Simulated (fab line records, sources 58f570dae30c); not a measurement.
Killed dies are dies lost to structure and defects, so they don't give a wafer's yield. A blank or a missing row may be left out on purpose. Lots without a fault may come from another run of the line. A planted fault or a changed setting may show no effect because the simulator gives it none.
Problem report in the 8D (eight disciplines) form, filled by code | flow berkeley_cmos170 | the parts of the form that need people (team, actions taken, sign-off) are left out

1. THE PROBLEM
V2_TEOS_THK at UCB170_V2_THK_MEAS_01 reads a mean of 2754 nm on 1 wafer of 1 lot; wafers without a fault read 1995 nm with a standard deviation of 27. That is +28 standard deviations from the usual mean.
First seen on wafer L724.5, day 11 06:47, on film_metro-03. The record holds 39 wafers of 13 lots with a number at this step. Rule for "out", or "out of limits": more than 4 standard deviations from the usual mean. The other wafers with a number count as sound.

2. WHAT IT IS AND WHAT IT IS NOT
question                    | is                | is not
which readings at this step | V2_TEOS_THK       | -
which lots                  | L724              | L715, L716, L717, L718, L719, L720, L726, L727, L729, L733, L734, L736
which wafers of those lots  | L724.5            | L724.1, L724.2
read on which gauges        | film_metro-03     | film_metro-01, film_metro-02
when                        | from day 11 06:47 | up to then (23 sound wafers); but 15 sound wafers of L727, L729, L733, L734, L736 came after

3. SUSPECTS, AND WHAT RULES EACH OUT
Counting: a tool at a process step up to the reading stays a suspect if it ran every lot that is out. Sound lots after the first of them don't rule it out here, since some wafers of a struck lot are sound.
- the gauge at UCB170_V2_THK_MEAS_01: kept. All the wafers that are out were read on film_metro-03, and no step on other tools shows them out.
- rtp_anneal-02 at UCB170_CONTACT_RTA_08 (time 10 s): kept. It ran the lot that is out, L724 (day 10 19:17); its last sound lot up to then is L726 (day 10 17:29).
- plasma_asher-03 at UCB170_CONTACT_STRIP_19 (strips in O2): kept. It ran the lot that is out, L724 (day 10 20:50); its last sound lot up to then is L718 (day 9 02:16).
- pecvd-02 at UCB170_V2_CVD_00 (deposits SiO2 from TEOS/O2, target thk 2000 nm, time 250 s): kept. It ran the lot that is out, L724 (day 11 06:37); its last sound lot up to then is L719 (day 9 11:44).
- Within pecvd-02 at UCB170_V2_CVD_00: the wafers that are out ran in chamber 2; their sound lot-mates ran in chambers 0, 1.
Left after counting: rtp_anneal-02 at UCB170_CONTACT_RTA_08, plasma_asher-03 at UCB170_CONTACT_STRIP_19, pecvd-02 at UCB170_V2_CVD_00, film_metro-03 at UCB170_V2_THK_MEAS_01.

4. THE CAUSE (what the simulator had put in)
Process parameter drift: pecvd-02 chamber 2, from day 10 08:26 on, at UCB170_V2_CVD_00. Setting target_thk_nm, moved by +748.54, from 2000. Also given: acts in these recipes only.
Counting left 4 suspects, and this tool is among them.

5. THE CHAIN OF EFFECTS, in route order
Each row: a reading whose mean over the struck wafers that have a number lies more than 3 standard deviations from the usual. Only readings for which the record gives a usual standard deviation are gone through. hours: the time from each lot's start at the first step in this table that gives one to its start at this step, as a median over the lots. sigmas: the change in usual standard deviations.
hours | step                  | reading     | usual   | on struck wafers | change | sigmas
0     | UCB170_V2_THK_MEAS_01 | V2_TEOS_THK | 1995 nm | 2754             | +759   | +28

6. WHAT WOULD HAVE CAUGHT IT SOONER
In this record the first reading out of limits at a measuring or inspecting step was taken at day 11 06:47, 22 hours after the fault began at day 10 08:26.
Of the tool readings at UCB170_V2_CVD_00 for which the record gives a usual standard deviation, none was out on any struck wafer, so an alarm limit of 4 standard deviations on them would not have fired.
All the lots that are out (1) had begun UCB170_V2_CVD_00 on pecvd-02 by day 11 06:47. A hold on the tool at that time would have spared none of them.
